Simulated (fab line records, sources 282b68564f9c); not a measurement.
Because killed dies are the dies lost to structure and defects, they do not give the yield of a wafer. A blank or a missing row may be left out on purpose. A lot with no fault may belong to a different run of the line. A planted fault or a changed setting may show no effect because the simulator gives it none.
fab line records    flow ritCmos
record: lots: 5  wafers: 15  lastDay: 8
route steps=202 shown PLDD@116 SPACER@125 M1@202
lots untouched by any fault: they come from a run of this same line in which no faults occurred
startH: hours from the record's first day to the start of the lot's first wafer shown    waitH: hours elapsed since this lot's preceding step    " repeats the value in the row above    L1.1+2: a row that stands for several wafers    - no value, or no start was given    * or withheld: withheld    < > ~ a bound
route shown NAME@n: names a module that has steps shown in the file, with the first one's number in the route    usual: the fault-free wafers' mean and standard deviation    same: alike in all rows    chamber/n: place in a boat    sites: each site's reading    _std_site: their standard deviation    _edge_site: mean of outer sites minus mean of inner sites    radiusMm: for every site, how far away it sits from the centre of the wafer    mask NAME#n: copy n    behind: the last tool/chamber to shape the wafer    hold: why the lot was held/for how many hours/how that ended    device: the n, p or np transistor that did not switch    end of line: the route-end tests of the same wafers    step lacking rows: just its recipe    killed: dies that structure and defects cost at the first sort, which is not the same as the wafer's yield    map: per-die view of a wafer (x killed, . not killed, _ where there is no die)
set.NAME: the setting the step ran with; set.NAME@STEP: the setting that earlier step ran with    model.NAME: the simulator's own value behind a step, which no gauge read
a table for each step, a row for each wafer; lots at some steps of the route
services: when a tool's chamber went out of use (startH, in hours from the record's first day, below 0 if earlier), for how many hours, and the reason
== steps ==
step: RIT_PLDD_SOFTBAKE_02
recipe: resist: NOVOLAK  tempC: 90.77  timeS: 60
step: RIT_PLDD_EXPOSE_03
recipe: maskId: M8  na: 0.57  targetCdNm: 40900  doseMj: 250
step: RIT_PLDD_PEB_04
recipe: resist: NOVOLAK  tempC: withheld  timeS: withheld
step: RIT_PLDD_DEVELOP_05
recipe: resist: NOVOLAK  developTimeS: 50  devTempC: 23
step: RIT_PLDD_OVL_MEAS_06
usual: PLDD_OVL: 1.3/1.2
lot.wafer  tool        chamber  startH  waitH  PLDD_OVL[nm]
L824.2     overlay-02  -        76.45   -      1.6
L824.3     "           -        "       "      1.5
L824.6     "           -        "       "      1.9
L826.2     overlay-02  -        90.04   -      1.3
L826.3     "           -        "       "      0.1
L826.4     "           -        "       "      0.0
L830.1     overlay-01  -        111.52  -      1.1
L830.2     "           -        "       "      0.5
L830.5     "           -        "       "      1.6
L831.4     overlay-02  -        111.78  -      3.1
L831.5     "           -        "       "      1.3
L831.6     "           -        "       "      1.9
L841.3     overlay-02  -        169.61  -      2.4
L841.4     "           -        "       "      3.2
L841.6     "           -        "       "      1.3
step: RIT_PLDD_HARDBAKE_07
recipe: resist: NOVOLAK  tempC: 140  timeS: 60
step: RIT_PLDD_IMPLANT_08
recipe: species: BF2  energyKev: 20  doseCm2: 9e+14  tiltDeg: 7
step: RIT_PLDD_STRIP_09
recipe: chemistry: O2  timeS: 180  resist: NOVOLAK  platenTempC: withheld  powerW: 500  pressureMtorr: 4000  o2FlowSccm: 4000
usual: drypumpMotorCurrentA: 5.8/0.56
lot.wafer  tool            chamber  startH  waitH  drypumpMotorCurrentA  rfHoursCounterH
L824.2     plasmaAsher-02  1        76.78   0.1    6.6                   45
L824.3     "               0        "       "      5.1                   -
L824.6     "               0        "       "      5.1                   -
L826.2     plasmaAsher-03  0        90.37   0.1    6.3                   41
L826.3     "               1        "       "      5.5                   -
L826.4     "               0        "       "      6.2                   -
L830.1     plasmaAsher-03  0        111.85  0.1    6.2                   43
L830.2     "               1        "       "      5.5                   43
L830.5     "               1        "       "      5.5                   -
L831.4     plasmaAsher-01  1        112.15  0.1    5.7                   -
L831.5     "               0        "       "      5.1                   -
L831.6     "               1        "       "      5.7                   -
L841.3     plasmaAsher-02  1        169.99  0.1    6.6                   -
L841.4     "               0        "       "      5.1                   -
L841.6     "               0        "       "      5.1                   -
step: RIT_PLDD_TW_MEAS_10
usual: PLDD_TW: 2334/18
lot.wafer  tool          chamber  startH  waitH  PLDD_TW
L824.2     filmMetro-01  -        76.97   0.1    2323
L824.3     "             -        "       "      2327
L824.6     "             -        "       "      2338
L826.2     filmMetro-01  -        90.55   0.1    2320
L826.3     "             -        "       "      2311
L826.4     "             -        "       "      2307
L830.1     filmMetro-01  -        112.03  0.1    2321
L830.2     "             -        "       "      2322
L830.5     "             -        "       "      2335
L831.4     filmMetro-02  -        112.30  0.1    2363
L831.5     "             -        "       "      2347
L831.6     "             -        "       "      2354
L841.3     filmMetro-02  -        170.12  0.1    2358
L841.4     "             -        "       "      2355
L841.6     "             -        "       "      2348
step: RIT_SPACER_CLEAN_00
recipe: chemistry: SC1  mix: 3:3:50  timeS: 600  tempC: 75
step: RIT_SPACER_CLEAN_01
recipe: chemistry: dHF  dilution: 50:1  timeS: 30
step: RIT_SPACER_CLEAN_02
recipe: chemistry: SC2  mix: 3:3:50  timeS: 600  tempC: 75  dry: n2Spin
step: RIT_SPACER_CVD_03
recipe: material: Si3N4  targetThkNm: 250  tempC: 810  precursor: SiH2Cl2/NH3  timeS: 3347  pressureMtorr: 300  sih2cl2FlowSccm: 60  nh3FlowSccm: 150
usual: sih2cl2FlowSccm: 60.01/0.19  spikeTcSourceC: 833.3/1.3
lot.wafer  tool      chamber  startH  waitH  sih2cl2FlowSccm  spikeTcSourceC
L824.2     lpcvd-01  1        78.88   1.5    60.02            832.9
L824.3     "         1        "       "      60.06            832.7
L824.6     "         1        "       "      60.16            833.9
L826.2     lpcvd-02  1        90.99   0.0    59.71            831.9
L826.3     "         1        "       "      59.93            834.0
L826.4     "         1        "       "      59.95            833.3
L830.1     lpcvd-02  0        112.47  0.0    60.38            831.1
L830.2     "         0        "       "      60.04            830.9
L830.5     "         0        "       "      60.30            831.1
L831.4     lpcvd-01  0        112.71  0.0    60.15            834.6
L831.5     "         0        "       "      60.10            834.3
L831.6     "         0        "       "      60.00            834.9
L841.3     lpcvd-01  1        170.53  0.0    59.96            832.0
L841.4     "         1        "       "      59.94            833.5
L841.6     "         1        "       "      60.15            832.9
step: RIT_SPACER_THK_MEAS_04
recipe: reads: Si3N4_of_SPACER_CVD_03
usual: SPACER_NITRIDE_THK: 253.0/2.3
lot.wafer  tool          chamber  startH  waitH  hold                     SPACER_NITRIDE_THK[nm]
L824.2     filmMetro-01  -        80.81   0.0    -                        249.7
L824.3     "             -        "       "      -                        252.0
L824.6     "             -        "       "      -                        250.0
L826.2     filmMetro-02  -        93.87   0.0    -                        252.6
L826.3     "             -        "       "      -                        252.9
L826.4     "             -        "       "      -                        253.1
L830.1     filmMetro-02  -        114.39  0.0    awaitDispo/0.2h/release  244.2
L830.2     "             -        "       "      awaitDispo/0.2h/release  244.0
L830.5     "             -        "       "      awaitDispo/0.2h/release  244.2
L830.1     filmMetro-02  -        114.61  0.2    -                        244.2
L830.2     "             -        "       "      -                        243.9
L830.5     "             -        "       "      -                        243.9
L831.4     filmMetro-03  -        115.62  0.0    -                        252.6
L831.5     "             -        "       "      -                        251.8
L831.6     "             -        "       "      -                        250.8
L841.3     filmMetro-03  -        173.43  0.0    -                        251.2
L841.4     "             -        "       "      -                        251.3
L841.6     "             -        "       "      -                        251.7
step: RIT_SPACER_ETCHBACK_05
recipe: targetDepthA: 2500  SF6_flow_sccm: 30  CHF3_flow_sccm: 30  target: Si3N4  chemistry: SF6/CHF3  pressureMtorr: 40  rfW: 250  timeS: 240  stopOn: SiO2
usual: CHF3_flow_sccm: 30.01/0.095  drypumpMotorCurrentA: 5.6/0.4  oesProductAu: 0.857/0.012  throttleValvePct: 10.24/0.11
lot.wafer  tool        chamber  startH  waitH  hold                     CHF3_flow_sccm  drypumpMotorCurrentA  oesProductAu  rfHoursCounterH  throttleValvePct
L824.2     rieDiel-02  0        80.86   0.0    -                        30.06           5.4                   0.842         161              10.35
L824.3     "           1        "       "      -                        30.01           5.6                   0.852         118              10.26
L824.6     "           0        "       "      -                        30.11           5.5                   0.846         -                10.35
L826.2     rieDiel-01  3        93.92   0.0    -                        29.88           5.8                   0.850         133              10.33
L826.3     "           0        "       "      -                        29.99           5.4                   0.882         110              10.16
L826.4     "           1        "       "      -                        30.07           5.5                   0.856         20               10.11
L831.4     rieDiel-01  3        115.65  0.0    -                        29.74           5.8                   0.855         133              10.32
L831.5     "           2        "       "      -                        30.05           6.7                   0.856         -                10.05
L831.6     "           1        "       "      -                        30.02           5.6                   0.846         -                10.09
L830.1     rieDiel-03  3        117.39  2.8    awaitDispo/2.7h/release  30.03           5.4                   0.833         147              10.34
L830.2     "           1        "       "      awaitDispo/2.7h/release  29.95           5.4                   0.832         147              10.38
L830.5     "           2        "       "      awaitDispo/2.7h/release  29.95           5.1                   0.833         -                10.24
L841.3     rieDiel-03  0        173.47  0.0    -                        30.00           5.8                   0.856         40               10.22
L841.4     "           1        "       "      -                        29.96           5.4                   0.852         -                10.40
L841.6     "           0        "       "      -                        30.05           5.8                   0.857         -                10.22
step: RIT_M1_PROBE_99
usual: killedAtFrontEnd: 7.0/2.8  killedDies: 7.0/2.8  killedOpen: 3.4/1.9  killedShort: 3.6/2
same: grossDies: 264  killed_at_M0_to_M3: 0  killed_at_M4_up: 0  killedAtBackSide: 0  killedAtContacts: 0  killedAtOther: 0
lot.wafer  tool       chamber  startH  waitH  killedAtFrontEnd  killedDies  killedOpen  killedShort
L824.2     prober-02  -        92.23   0.1    3                 3           1           2
L824.3     prober-02  -        92.28   0.2    4                 4           4           0
L824.6     prober-02  -        92.43   0.2    9                 9           2           7
L826.2     prober-02  -        104.97  0.1    5                 5           3           2
L826.3     prober-02  -        105.02  0.2    7                 7           3           4
L826.4     prober-02  -        105.07  0.2    9                 9           5           4
L830.1     prober-02  -        129.21  0.1    10                10          7           3
L830.2     prober-02  -        129.26  0.1    8                 8           4           4
L830.5     prober-02  -        129.41  0.2    9                 9           5           4
L841.3     prober-01  -        184.78  0.2    5                 5           0           5
L841.4     prober-01  -        184.83  0.2    3                 3           1           2
L841.6     prober-01  -        184.93  0.2    4                 4           2           2
killed by level:class
L824.2 GATE:geometricParticle:short=2 FOX2:geometricParticle:open=1
L824.3 GATE:geometricParticle:open=2 REOX:geometricParticle:open=1 SPACER:geometricParticle:open=1
L824.6 SPACER:geometricParticle:open=2 FOX2:geometricParticle:short=2 GATE:geometricParticle:short=2 SILICIDE:geometricParticle:short=2 REOX:geometricParticle:short=1
L826.2 GATE:geometricParticle:open=2 FOX1:geometricParticle:open=1 GATE:geometricParticle:short=1 REOX:geometricParticle:short=1
L826.3 SILICIDE:geometricParticle:short=3 FOX1:geometricParticle:open=1 GATE:geometricParticle:open=1 SPACER:geometricParticle:open=1 SPACER:geometricParticle:short=1
L826.4 GATE:geometricParticle:short=3 GATE:geometricParticle:open=3 REOX:geometricParticle:open=1 SPACER:geometricParticle:short=1 SPACER:geometricParticle:open=1
L830.1 GATE:geometricParticle:open=3 REOX:geometricParticle:open=3 GATE:geometricParticle:short=2 SILICIDE:geometricParticle:open=1 SILICIDE:geometricParticle:short=1
L830.2 GATE:geometricParticle:short=2 REOX:geometricParticle:open=2 GATE:geometricParticle:open=1 REOX:geometricParticle:short=1 SPACER:geometricParticle:short=1 SPACER:geometricParticle:open=1
L830.5 GATE:geometricParticle:short=3 GATE:geometricParticle:open=2 FOX2:geometricParticle:open=1 SPACER:geometricParticle:open=1 SPACER:geometricParticle:short=1 SILICIDE:geometricParticle:open=1
L841.3 FOX1:geometricParticle:short=1 FOX2:geometricParticle:short=1 GATE:geometricParticle:short=1 REOX:geometricParticle:short=1 SILICIDE:geometricParticle:short=1
L841.4 FOX1:geometricParticle:open=1 GATE:geometricParticle:short=1 SPACER:geometricParticle:short=1
L841.6 GATE:geometricParticle:short=1 GATE:geometricParticle:open=1 REOX:geometricParticle:open=1 SPACER:geometricParticle:short=1
== services ==
tool            chamber  startH  hours  kind
rieDiel-01      2        86.21   4.9    repair
rieDiel-02      0        101.08  -      clean
rieDiel-02      0        101.08  14.1   scheduledDown
rieDiel-02      0        101.08  14.1   ventCycle
plasmaAsher-02  -        108.75  9.0    pm
plasmaAsher-02  0        108.75  11.4   ventCycle
plasmaAsher-02  1        108.75  11.4   ventCycle
plasmaAsher-02  -        116.00  4.1    repair
plasmaAsher-02  0        117.75  -      clean
plasmaAsher-02  1        117.75  -      clean
lpcvd-01        -        122.21  2.8    pm
rieDiel-01      2        127.52  1.4    repair
rieDiel-02      0        129.28  2.8    repair
rieDiel-01      -        129.32  0.4    repair
plasmaAsher-01  -        132.24  3.4    repair
plasmaAsher-02  -        149.27  3.2    repair
rieDiel-03      3        161.05  -      clean
rieDiel-03      3        161.05  18.5   scheduledDown
rieDiel-03      3        161.05  18.5   ventCycle
lpcvd-02        -        166.71  0.7    repair
== key ==
firstSign: step: RIT_SPACER_THK_MEAS_04  reading: visit  direction: added
effect: step: RIT_SPACER_THK_MEAS_04  reading: SPACER_NITRIDE_THK  direction: down  sigmas: 4  usual: 253.0  struck: 244.1
metAt RIT_SPACER_CVD_03
struckWafers L830.1,L830.2,L830.5
testerLeftOut L830
alsoFits RIT_PLDD_STRIP_09:plasmaAsher-03
fault: kind: siteProfileDrift  tool: lpcvd-02  chamber: 0  onsetH: 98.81  steps: RIT_SPACER_CVD_03  basis: fraction  maxAbsDrift: 0.041112  slopeSharePerHr: 20.556  sitePattern: 0,0,0,0,0,-1,-1,-1,-1
testerLeftOut: of these lots the tester's yield and bins aren't shown, on N5 and GAA mostly nor the transistor test; their killed dies are dies lost to structure and defects alone, not to doping, threshold or leakage, so they don't give the yield
